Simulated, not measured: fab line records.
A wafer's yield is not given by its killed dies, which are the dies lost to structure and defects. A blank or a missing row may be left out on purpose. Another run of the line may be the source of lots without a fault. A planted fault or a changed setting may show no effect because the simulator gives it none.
A lot that was struck, set against a sound lot || flow rit-cmos || 21 steps out of a route of 202
Sound: wafers L901.1, L901.3, L901.4. The struck wafers were L897.1, L897.2, L897.5. The cause is given at the end.
At each step with rows: each side's tool, then ch and its chambers, then its first start. Under that, the readings that differ: sound wafers || struck wafers || difference of the means || sigmas: that difference in standard deviations of wafers without a fault.
alike: a reading whose means differ by less than 2 such deviations, as well as words and numbers matching on both sides. not compared: withheld readings; readings where some wafer has no value; bounds like >300 that might hide an equal value; numbers whose values overlap and for which the record gives no deviation.
The two part at a step that has a row with sigmas, a row that says differs or no value, or rows on one side only. When numbers do not overlap yet have no deviation, they are printed without sigmas and do not part them. Lack of a reading on every wafer of one side parts them only where that side has two or more wafers.

first, 6 steps without rows for these wafers: RIT_NWELL_HMDS_00 (prime time 60 s); RIT_NWELL_COAT_01 (resist thk 1300 nm); RIT_NWELL_SOFTBAKE_02 (time 60 s); RIT_NWELL_EXPOSE_03 (exposes mask M2, target cd 43900 nm); RIT_NWELL_PEB_04; RIT_NWELL_DEVELOP_05 (develop time 68 s).
RIT_NWELL_OVL_MEAS_06:
  struck on overlay-02, day 4 02:44; sound on overlay-02, day 4 14:35
  alike: NWELL_OVL
then, 2 steps without rows for these wafers: RIT_NWELL_HARDBAKE_07 (time 120 s); RIT_NWELL_IMPLANT_08.
RIT_NWELL_STRIP_09: strips in O2, time 180 s.
  sound on plasma-asher-01 ch 0,1, day 4 15:01; struck on plasma-asher-01 ch 0,1, day 4 03:10
  alike: chamber-pressure-mTorr, drypump-motor-current-A
  not compared: rf-hours-counter-h
RIT_NWELL_TW_MEAS_10:
  struck on film-metro-02, day 4 03:20; sound on film-metro-01, day 4 15:12
{"reading": "NWELL_TW", "sound": "2177 2166 2168", "struck": "2118 2140 2142", "difference": -37, "sigmas": -2}
then, 1 step without rows for these wafers: RIT_PWELL_HMDS_00 (prime time 60 s).
RIT_PWELL_COAT_01: resist thk 1300 nm.
  sound on litho-track-02 ch 0, day 4 15:25; struck on litho-track-01 ch 0, day 4 03:35
{"reading": "model.NOVOLAK_of_PWELL_COAT_01.thk-nm (nm)", "sound": "1298 1298 1301", "struck": "1284 1286 1289", "difference": -13, "sigmas": ""}
  alike: spin-speed-rpm
then, 4 steps without rows for these wafers: RIT_PWELL_SOFTBAKE_02 (time 60 s); RIT_PWELL_EXPOSE_03 (exposes mask M3, target cd 43700 nm); RIT_PWELL_PEB_04; RIT_PWELL_DEVELOP_05 (develop time 68 s).
RIT_PWELL_OVL_MEAS_06:
  struck on overlay-01, day 4 04:19; sound on overlay-01, day 4 16:16
  alike: PWELL_OVL
RIT_PWELL_HARDBAKE_07: time 120 s.
  sound on litho-track-04 ch 0, day 4 16:18; struck on litho-track-01 ch 0, day 4 04:20
{"reading": "model.NOVOLAK_of_PWELL_COAT_01.thk-nm (nm)", "sound": "1135 1135 1137", "struck": "1123 1125 1127", "difference": -11, "sigmas": ""}
  alike: heater-power-total-W
then, 1 step without rows for these wafers: RIT_PWELL_IMPLANT_08.
RIT_M1_PROBE_99:
  struck on prober-02, day 5 21:19; sound on prober-01, day 6 08:00
  alike: killed-at-contacts, killed-at-front-end, killed-dies, killed-on-rim, killed-open, killed-short

## WHERE THEY PART
Only at RIT_NWELL_TW_MEAS_10, within this record. Later steps at which nothing parts them and some readings are alike: RIT_PWELL_COAT_01, RIT_PWELL_OVL_MEAS_06, RIT_PWELL_HARDBAKE_07, RIT_M1_PROBE_99.

WHY: whatever the simulator had introduced
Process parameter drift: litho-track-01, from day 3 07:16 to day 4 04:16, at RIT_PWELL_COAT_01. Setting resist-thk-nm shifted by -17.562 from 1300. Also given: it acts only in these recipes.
